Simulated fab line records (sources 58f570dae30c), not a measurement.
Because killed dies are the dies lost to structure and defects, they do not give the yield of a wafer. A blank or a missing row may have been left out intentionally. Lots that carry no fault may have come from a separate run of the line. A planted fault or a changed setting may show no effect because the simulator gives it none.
What tool caused it? + flow berkeleyCmos170 + 14 lots, 42 wafers sampled, at 6 steps of a route of 331

== WHAT THE GAUGES SHOWED, per wafer ==
UCB170_NWELL_THK_MEAS_05. Usual: for NWELL_NITRIDE_THK the level is 223.6 nm and the standard deviation is 2.2.
| lot  | measured    | on           | NWELL_NITRIDE_THK (nm) | flag |
|------|-------------|--------------|------------------------|------|
| L435 | day 2 08:36 | filmMetro-03 | 221.6 224.0 224.0      |      |
| L436 | day 2 08:36 | filmMetro-01 | 220.5 223.4 221.0      |      |
| L438 | day 2 18:31 | filmMetro-02 | 221.8 223.6 223.9      |      |
| L439 | day 2 23:17 | filmMetro-01 | 222.5 225.0 222.8      |      |
| L440 | day 3 11:00 | filmMetro-02 | 222.4 225.2 224.1      |      |
| L441 | day 3 11:00 | filmMetro-03 | 226.6 228.0 228.7      |      |
| L443 | day 4 04:07 | filmMetro-03 | 222.6 223.3 223.4      |      |
| L444 | day 4 08:31 | filmMetro-03 | 221.7 223.3 223.9      |      |
| L445 | day 4 08:31 | filmMetro-02 | 224.4 224.7 223.4      |      |
| L447 | day 4 21:18 | filmMetro-02 | 219.8 220.2 221.5      |      |
| L452 | day 5 23:48 | filmMetro-03 | 225.2 224.7 222.8      |      |
| L455 | day 6 17:00 | filmMetro-01 | 186.8 186.3 187.9      | OFF  |
| L456 | day 6 17:01 | filmMetro-03 | 182.3 180.6 181.8      | OFF  |
| L458 | day 7 03:46 | filmMetro-03 | 219.8 220.6 221.5      |      |

UCB170_PWELL_THK_MEAS_03. Usual: for PWELL_OXIDE_THK the level is 26.4 nm and the standard deviation is 0.35.
| lot  | measured    | on           | PWELL_OXIDE_THK (nm) | flag |
|------|-------------|--------------|----------------------|------|
| L435 | day 2 18:51 | filmMetro-04 | 26.3 26.1 26.3       |      |
| L436 | day 2 18:51 | filmMetro-03 | 26.2 26.0 26.0       |      |
| L438 | day 3 10:28 | filmMetro-03 | 27.1 26.9 26.6       |      |
| L439 | day 3 10:28 | filmMetro-04 | 26.3 26.2 26.3       |      |
| L440 | day 3 22:21 | filmMetro-02 | 26.9 26.6 26.3       |      |
| L441 | day 3 22:21 | filmMetro-03 | 26.3 26.9 26.7       |      |
| L443 | day 4 16:48 | filmMetro-03 | 26.3 26.5 26.5       |      |
| L444 | day 4 16:49 | filmMetro-02 | 26.6 26.4 26.5       |      |
| L445 | day 5 00:55 | filmMetro-03 | 26.3 26.2 26.2       |      |
| L447 | day 5 08:35 | filmMetro-03 | 26.4 26.3 26.1       |      |
| L452 | day 6 12:17 | filmMetro-02 | 26.1 26.1 26.3       |      |
| L455 | day 7 06:32 | filmMetro-03 | 26.1 25.7 26.2       |      |
| L456 | day 7 06:36 | filmMetro-04 | 25.8 26.4 26.5       |      |
| L458 | day 7 14:49 | filmMetro-04 | 25.8 25.5 26.2       |      |

UCB170_PFIELD_TW_MEAS_09. Usual: for PFIELD_TW the level is 604 and the standard deviation is 4.2.
| lot  | measured    | on           | PFIELD_TW   | flag |
|------|-------------|--------------|-------------|------|
| L435 | day 4 06:59 | filmMetro-02 | 609 610 608 |      |
| L436 | day 4 07:15 | filmMetro-02 | 611 613 610 |      |
| L438 | day 5 04:54 | filmMetro-02 | 608 604 608 |      |
| L439 | day 5 04:21 | filmMetro-01 | 603 607 603 |      |
| L440 | day 5 18:58 | filmMetro-03 | 605 603 603 |      |
| L441 | day 5 19:10 | filmMetro-01 | 604 605 605 |      |
| L443 | day 6 12:31 | filmMetro-02 | 607 608 608 |      |
| L444 | day 6 12:46 | filmMetro-01 | 600 602 603 |      |
| L445 | day 6 13:02 | filmMetro-01 | 600 601 599 |      |
| L447 | day 7 05:56 | filmMetro-01 | 605 601 604 |      |
| L452 | day 8 03:26 | filmMetro-01 | 597 602 602 |      |
| L455 | day 8 20:40 | filmMetro-01 | 599 600 602 |      |
| L456 | day 8 20:08 | filmMetro-02 | 605 607 605 |      |
| L458 | day 9 00:05 | filmMetro-03 | 599 605 601 |      |

== EACH LOT AND THE TOOL THAT RAN IT (in order: tool; ch and the chambers of the sampled wafers; start) ==
| lot  | UCB170_NWELL_CVD_04        | UCB170_NWELL_ETCH_13             | UCB170_ACTIVE_ETCH_15            |
|------|----------------------------|----------------------------------|----------------------------------|
| L435 | lpcvd-02 ch 1, day 2 06:40 | rieDiel-01 ch 1,2,3, day 2 10:19 | rieDiel-01 ch 0,2,3, day 4 05:01 |
| L436 | lpcvd-02 ch 0, day 2 06:40 | rieDiel-04 ch 0,1,2, day 2 10:33 | rieDiel-02 ch 1,2,3, day 4 05:05 |
| L438 | lpcvd-02 ch 1, day 2 16:35 | rieDiel-01 ch 0,1,3, day 2 20:55 | rieDiel-02 ch 0,1, day 5 02:50   |
| L439 | lpcvd-01 ch 0, day 2 21:21 | rieDiel-01 ch 0,1,3, day 3 00:14 | rieDiel-03 ch 0,1, day 5 02:33   |
| L440 | lpcvd-02 ch 1, day 3 09:04 | rieDiel-03 ch 0,1,3, day 3 12:58 | rieDiel-03 ch 0,1,3, day 5 16:57 |
| L441 | lpcvd-02 ch 0, day 3 09:04 | rieDiel-04 ch 0,1,3, day 3 13:00 | rieDiel-01 ch 0,1,2, day 5 17:14 |
| L443 | lpcvd-02 ch 0, day 4 01:11 | rieDiel-03 ch 1,2,3, day 4 05:13 | rieDiel-02 ch 2,3, day 6 10:23   |
| L444 | lpcvd-01 ch 1, day 4 05:37 | rieDiel-01 ch 0,1, day 4 09:38   | rieDiel-03 ch 0,1,3, day 6 10:26 |
| L445 | lpcvd-01 ch 1, day 4 05:37 | rieDiel-04 ch 0,1, day 4 09:56   | rieDiel-01 ch 0,2, day 6 10:44   |
| L447 | lpcvd-01 ch 0, day 4 19:21 | rieDiel-03 ch 0,2, day 4 22:24   | rieDiel-01 ch 2,3, day 7 01:29   |
| L452 | lpcvd-02 ch 1, day 5 21:52 | rieDiel-01 ch 1,2, day 6 01:19   | rieDiel-02 ch 2,3, day 8 01:07   |
| L455 | lpcvd-01 ch 0, day 6 15:04 | rieDiel-04 ch 0,2,3, day 6 18:34 | rieDiel-02 ch 0,2,3, day 8 16:55 |
| L456 | lpcvd-01 ch 0, day 6 15:04 | rieDiel-03 ch 0,1, day 6 18:20   | rieDiel-01 ch 0,2,3, day 8 16:31 |
| L458 | lpcvd-02 ch 0, day 7 01:50 | rieDiel-04 ch 0,1,3, day 7 05:14 | rieDiel-02 ch 1,2,3, day 8 22:14 |
- UCB170_NWELL_CVD_04: deposits Si3N4 from SiH2Cl2/NH3, target thk 224 nm, time 3360 s.
- UCB170_NWELL_ETCH_13: etches Si3N4 in CH3F/Ar/O2, stops on SiO2, target depth 246.4 nm, time 154 s.
- UCB170_ACTIVE_ETCH_15: etches Si3N4 in CH3F/Ar/O2, stops on SiO2, target depth 242 nm, time 151 s.

== WHAT THE TOOLS THEMSELVES READ (means of the sampled wafers that have a number; where no wafer has one, the mark that the record gives instead) ==
UCB170_NWELL_CVD_04. Usual: pressureMtorr 200.0 mTorr, standard deviation 0.35.
| lot  | tool     | pressureMtorr (mTorr) | flag |
|------|----------|-----------------------|------|
| L435 | lpcvd-02 | 200.4                 |      |
| L436 | lpcvd-02 | 200.0                 |      |
| L438 | lpcvd-02 | 199.8                 |      |
| L439 | lpcvd-01 | 200.0                 |      |
| L440 | lpcvd-02 | 200.1                 |      |
| L441 | lpcvd-02 | 200.4                 |      |
| L443 | lpcvd-02 | 200.3                 |      |
| L444 | lpcvd-01 | 200.2                 |      |
| L445 | lpcvd-01 | 199.9                 |      |
| L447 | lpcvd-01 | 199.8                 |      |
| L452 | lpcvd-02 | 200.0                 |      |
| L455 | lpcvd-01 | 100.1                 | OFF  |
| L456 | lpcvd-01 | 100.4                 | OFF  |
| L458 | lpcvd-02 | 200.0                 |      |

UCB170_NWELL_ETCH_13. Usual: O2_flow_sccm 7.001 sccm, standard deviation 0.02; drypumpMotorCurrentA 5.8 A, standard deviation 0.47; oesProductAu 0.937 a.u., standard deviation 0.017; throttleValvePct 8.07 %, standard deviation 0.11.
| lot  | tool       | O2_flow_sccm (sccm) | drypumpMotorCurrentA (A) | oesProductAu (a.u.) | throttleValvePct (%) | flag |
|------|------------|---------------------|--------------------------|---------------------|----------------------|------|
| L435 | rieDiel-01 | 6.991               | 5.5                      | 0.933               | 8.09                 |      |
| L436 | rieDiel-04 | 6.988               | 6.1                      | 0.925               | 8.11                 |      |
| L438 | rieDiel-01 | 6.999               | 5.6                      | 0.927               | 8.09                 |      |
| L439 | rieDiel-01 | 7.017               | 5.6                      | 0.932               | 8.09                 |      |
| L440 | rieDiel-03 | 6.980               | 5.8                      | 0.944               | 8.03                 |      |
| L441 | rieDiel-04 | 7.002               | 5.8                      | 0.939               | 8.03                 |      |
| L443 | rieDiel-03 | 7.014               | 5.6                      | 0.942               | 8.13                 |      |
| L444 | rieDiel-01 | 7.033               | 5.4                      | 0.929               | 8.19                 |      |
| L445 | rieDiel-04 | 6.980               | 6.1                      | 0.926               | 8.10                 |      |
| L447 | rieDiel-03 | 7.000               | 6.3                      | 0.907               | 8.00                 |      |
| L452 | rieDiel-01 | 7.010               | 5.5                      | 0.944               | 8.13                 |      |
| L455 | rieDiel-04 | 7.008               | 5.8                      | 0.842               | 8.02                 | OFF  |
| L456 | rieDiel-03 | 6.994               | 6.1                      | 0.832               | 7.92                 | OFF  |
| L458 | rieDiel-04 | 7.016               | 5.8                      | 0.919               | 8.03                 |      |

UCB170_ACTIVE_ETCH_15. Usual: O2_flow_sccm 7.002 sccm, standard deviation 0.021; drypumpMotorCurrentA 5.8 A, standard deviation 0.42; oesProductAu 0.934 a.u., standard deviation 0.014; throttleValvePct 8.13 %, standard deviation 0.12.
| lot  | tool       | O2_flow_sccm (sccm) | drypumpMotorCurrentA (A) | oesProductAu (a.u.) | throttleValvePct (%) | flag |
|------|------------|---------------------|--------------------------|---------------------|----------------------|------|
| L435 | rieDiel-01 | 6.993               | 5.9                      | 0.949               | 8.04                 |      |
| L436 | rieDiel-02 | 6.992               | 5.9                      | 0.923               | 8.24                 |      |
| L438 | rieDiel-02 | 6.999               | 5.9                      | 0.927               | 8.10                 |      |
| L439 | rieDiel-03 | 7.034               | 6.1                      | 0.943               | 7.93                 |      |
| L440 | rieDiel-03 | 7.013               | 5.8                      | 0.941               | 8.04                 |      |
| L441 | rieDiel-01 | 7.028               | 5.7                      | 0.945               | 8.12                 |      |
| L443 | rieDiel-02 | 7.004               | 6.1                      | 0.921               | 8.27                 |      |
| L444 | rieDiel-03 | 7.010               | 5.8                      | 0.953               | 8.03                 |      |
| L445 | rieDiel-01 | 6.994               | 6.1                      | 0.941               | 8.06                 |      |
| L447 | rieDiel-01 | 7.019               | 5.7                      | 0.930               | 8.02                 |      |
| L452 | rieDiel-02 | 6.987               | 5.8                      | 0.928               | 8.29                 |      |
| L455 | rieDiel-02 | 7.016               | 6.0                      | 0.930               | 8.21                 |      |
| L456 | rieDiel-01 | 6.987               | 5.9                      | 0.944               | 8.04                 |      |
| L458 | rieDiel-02 | 6.994               | 5.9                      | 0.935               | 8.25                 |      |

== THE ANSWER, worked out from the rows above alone ==
Rule: take the mean of a lot's wafers that have a number; if it is more than 3 standard deviations from the usual mean, the lot is off. Also off: a lot with no number at a reading for which 4 or more lots have one. The other lots that the step has rows for count as sound. The gauges are gone through in route order, then the tools' own readings, and for those a lot's mean is taken as printed above. At the first step where some lot is off, the reading lying furthest off is the one used; lots without a number count as furthest.
Off: L455, L456, seen at UCB170_NWELL_THK_MEAS_05 (NWELL_NITRIDE_THK).
If a tool, at a process step before that reading, ran all the lots that are off and no sound lot after the first of them, it fits. Not tried: the gauges at UCB170_NWELL_THK_MEAS_05; whatever is off there is also off at UCB170_NWELL_CVD_04, on other tools, and gauge error can't account for it. One fits: lpcvd-01 at UCB170_NWELL_CVD_04. A fault onset in the window from L447 (day 4 19:21, its last sound lot) to L455 (day 6 15:04, its first lot off) fits.
On the lots that are off, the tool's own readings at UCB170_NWELL_CVD_04 differ by more than 5 times the standard deviation of the sound lots' means, which bears it out; pressureMtorr reads 100.2 mTorr there versus 200.1 mTorr on the sound lots.

== WHAT THE SIMULATOR HAD INSERTED ==
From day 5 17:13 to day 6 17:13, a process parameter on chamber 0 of lpcvd-01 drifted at UCB170_NWELL_CVD_04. Setting pressureMtorr, moved by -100, from 200. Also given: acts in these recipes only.
Lots struck among those shown: L455, L456. The rule given above showed the same thing.
